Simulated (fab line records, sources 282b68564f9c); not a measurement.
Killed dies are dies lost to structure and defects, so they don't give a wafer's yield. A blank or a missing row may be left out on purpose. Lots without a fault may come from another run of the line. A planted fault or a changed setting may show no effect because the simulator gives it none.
A struck lot beside a sound one | flow rit_cmos | 45 steps out of a route of 202
Sound: wafers L609.1, L609.2, L609.6. Struck: wafers L614.1, L614.3, L614.4. The cause comes at the end.
At each step with rows: each side's tool, then ch and its chambers, then its first start. Under that, the readings that differ: sound wafers | struck wafers | difference of the means | sigmas: that difference in standard deviations of wafers without a fault.
alike: readings whose means differ by less than 2 such deviations, and words and numbers that are the same on both sides. not compared: withheld readings, readings that some wafer has no value for, bounds like >300 that may hide the same value, and numbers for which the record gives no deviation and whose values overlap.
The two part at a step that has a row with sigmas, a row that says differs or no value, or rows on one side only. Numbers that don't overlap but have no deviation are shown without sigmas and don't part them. A reading that every wafer of one side lacks parts them only if that side has two wafers or more.

first, 3 steps without rows for these wafers: RIT_GATE_EXPOSE_13 (exposes mask M6, target cd 150 nm); RIT_GATE_PEB_14; RIT_GATE_DEVELOP_15 (develop time 50 s).
RIT_GATE_CD_MEAS_16: target cd 150 nm.
  sound on cd_sem-01, day 3 14:43; struck on cd_sem-01, day 4 11:02
  alike: cd_nm
RIT_GATE_OVL_MEAS_17:
  sound on overlay-01, day 3 14:50; struck on overlay-01, day 4 11:10
  alike: GATE_OVL
then, 1 step without rows for these wafers: RIT_GATE_HARDBAKE_18 (time 60 s).
RIT_GATE_ETCH_19: etches poly-Si in SF6/CHF3/O2, stops on SiO2, time 165 s, target depth 312.5 nm.
  sound on rie_si-01 ch 0,1,3, day 3 15:01; struck on rie_si-02 ch 0,2, day 4 11:21
  reading               | sound             | struck            | difference | sigmas
  oes_product_au (a.u.) | 0.859 0.846 0.849 | 0.830 0.839 0.831 | -0.018     | -2
  alike: CHF3_flow_sccm, drypump_motor_current_A, rf_fwd_power_W, throttle_valve_pct
  not compared: rf_hours_counter_h
RIT_GATE_STRIP_20: strips in O2, time 180 s.
  sound on plasma_asher-03 ch 0,1, day 3 15:08; struck on plasma_asher-03 ch 0,1, day 4 11:28
  alike: drypump_motor_current_A
  not compared: rf_hours_counter_h
RIT_GATE_CD_MEAS_90: target cd 150 nm.
  sound on cd_sem-01, day 3 15:19; struck on cd_sem-01, day 4 11:38
  alike: cd_nm
then, 3 steps without rows for these wafers: RIT_REOX_CLEAN_00 (cleans in SC1, time 600 s); RIT_REOX_CLEAN_01 (cleans in dHF, time 30 s); RIT_REOX_CLEAN_02 (cleans in SC2, time 600 s).
RIT_REOX_OXIDATION_03: target thk 25.2 nm, ox time 5580 s.
  sound on furnace-04 ch 0, day 3 15:50; struck on furnace-04 ch 0, day 4 13:04
  alike: spike_tc_source_C, zone_power_centre_pct
RIT_REOX_THK_MEAS_04:
  sound on film_metro-02, day 3 18:23; struck on film_metro-03, day 4 15:37
  alike: REOX_OXIDE_THK
then, 6 steps without rows for these wafers: RIT_NLDD_HMDS_00 (prime time 60 s); RIT_NLDD_COAT_01 (resist thk 1013 nm); RIT_NLDD_SOFTBAKE_02 (time 60 s); RIT_NLDD_EXPOSE_03 (exposes mask M7, target cd 40700 nm); RIT_NLDD_PEB_04; RIT_NLDD_DEVELOP_05 (develop time 50 s).
RIT_NLDD_OVL_MEAS_06:
  sound on overlay-02, day 3 19:25; struck on overlay-02, day 4 16:31
  alike: NLDD_OVL
then, 2 steps without rows for these wafers: RIT_NLDD_HARDBAKE_07 (time 60 s); RIT_NLDD_IMPLANT_08.
RIT_NLDD_STRIP_09: strips in O2, time 180 s.
  sound on plasma_asher-03 ch 0,1, day 3 19:45; struck on plasma_asher-01 ch 0,1, day 4 16:52
  alike: drypump_motor_current_A
  not compared: rf_hours_counter_h
RIT_NLDD_TW_MEAS_10:
  sound on film_metro-01, day 3 19:55; struck on film_metro-02, day 4 17:02
  alike: NLDD_TW
then, 6 steps without rows for these wafers: RIT_PLDD_HMDS_00 (prime time 60 s); RIT_PLDD_COAT_01 (resist thk 1000 nm); RIT_PLDD_SOFTBAKE_02 (time 60 s); RIT_PLDD_EXPOSE_03 (exposes mask M8, target cd 40900 nm); RIT_PLDD_PEB_04; RIT_PLDD_DEVELOP_05 (develop time 50 s).
RIT_PLDD_OVL_MEAS_06:
  sound on overlay-01, day 3 20:50; struck on overlay-02, day 4 18:04
  alike: PLDD_OVL
then, 2 steps without rows for these wafers: RIT_PLDD_HARDBAKE_07 (time 60 s); RIT_PLDD_IMPLANT_08.
RIT_PLDD_STRIP_09: strips in O2, time 180 s.
  sound on plasma_asher-02 ch 0,1, day 3 21:10; struck on plasma_asher-01 ch 0,1, day 4 18:24
  alike: drypump_motor_current_A
  not compared: rf_hours_counter_h
RIT_PLDD_TW_MEAS_10:
  sound on film_metro-04, day 3 21:20; struck on film_metro-04, day 4 18:35
  alike: PLDD_TW
then, 4 steps without rows for these wafers: RIT_SPACER_CLEAN_00 (cleans in SC1, time 600 s); RIT_SPACER_CLEAN_01 (cleans in dHF, time 30 s); RIT_SPACER_CLEAN_02 (cleans in SC2, time 600 s); RIT_SPACER_CVD_03 (deposits Si3N4 from SiH2Cl2/NH3, target thk 250 nm, time 3300 s).
RIT_SPACER_THK_MEAS_04:
  sound on film_metro-02, day 3 23:41; struck on film_metro-03, day 4 21:17
  alike: SPACER_NITRIDE_THK
RIT_SPACER_ETCHBACK_05: etches Si3N4 in SF6/CHF3, stops on SiO2, target depth 250 nm, time 240 s.
  sound on rie_diel-01 ch 1,2,3, day 3 23:45; struck on rie_diel-04 ch 0,1,3, day 4 21:20
  alike: CHF3_flow_sccm, drypump_motor_current_A, oes_product_au, rf_fwd_power_W, throttle_valve_pct
  not compared: rf_hours_counter_h
RIT_CONTACT_DEVELOP_07: develop time 114.2 s.
  sound on litho_track-04 ch 0; struck on litho_track-01 ch 0
  reading                  | sound          | struck            | difference | sigmas
  model.CONTACT.cd_nm (nm) | 1004 1003 1004 | 967.1 966.3 965.9 | -37.2      |
RIT_CONTACT_ETCH_11: etches SiO2 in CHF3/CF4/Ar, stops on TiSi2, target depth 480 nm, time 320 s.
  sound on rie_diel-01 ch 1,2, day 4 05:47; struck on rie_diel-04 ch 0,2,3, day 5 03:37
  reading                  | sound          | struck            | difference | sigmas
  model.CONTACT.cd_nm (nm) | 1005 1003 1004 | 967.3 966.8 965.8 | -37.4      |
  alike: CHF3_flow_sccm, drypump_motor_current_A, mfc_ar_sccm, oes_product_au, rf_fwd_power_W, throttle_valve_pct
  not compared: rf_hours_counter_h
RIT_M1_PROBE_99:
  sound on prober-02, day 4 10:39; struck on prober-01, day 5 09:28
  reading                                    | sound             | struck            | difference | sigmas
  model.etest.contact_to_gate.bv_right_v (V) | 88.82 87.12 90.11 | 99.51 100.7 98.76 | +10.97     |
  model.etest.contact_to_gate.bv_left_v (V)  | 89.94 88.82 90.08 | 100.5 99.36 97.14 | +9.4       |
  alike: killed_at_contacts, killed_at_front_end, killed_dies, killed_open, killed_short

WHERE THEY PART
Only at RIT_GATE_ETCH_19, within this record. Later steps at which nothing parts them and some readings are alike: RIT_GATE_STRIP_20, RIT_GATE_CD_MEAS_90, RIT_REOX_OXIDATION_03, RIT_REOX_THK_MEAS_04, RIT_NLDD_OVL_MEAS_06, RIT_NLDD_STRIP_09, RIT_NLDD_TW_MEAS_10, RIT_PLDD_OVL_MEAS_06, RIT_PLDD_STRIP_09, RIT_PLDD_TW_MEAS_10, RIT_SPACER_THK_MEAS_04, RIT_SPACER_ETCHBACK_05, RIT_CONTACT_ETCH_11, RIT_M1_PROBE_99.

WHY: what the simulator had put in
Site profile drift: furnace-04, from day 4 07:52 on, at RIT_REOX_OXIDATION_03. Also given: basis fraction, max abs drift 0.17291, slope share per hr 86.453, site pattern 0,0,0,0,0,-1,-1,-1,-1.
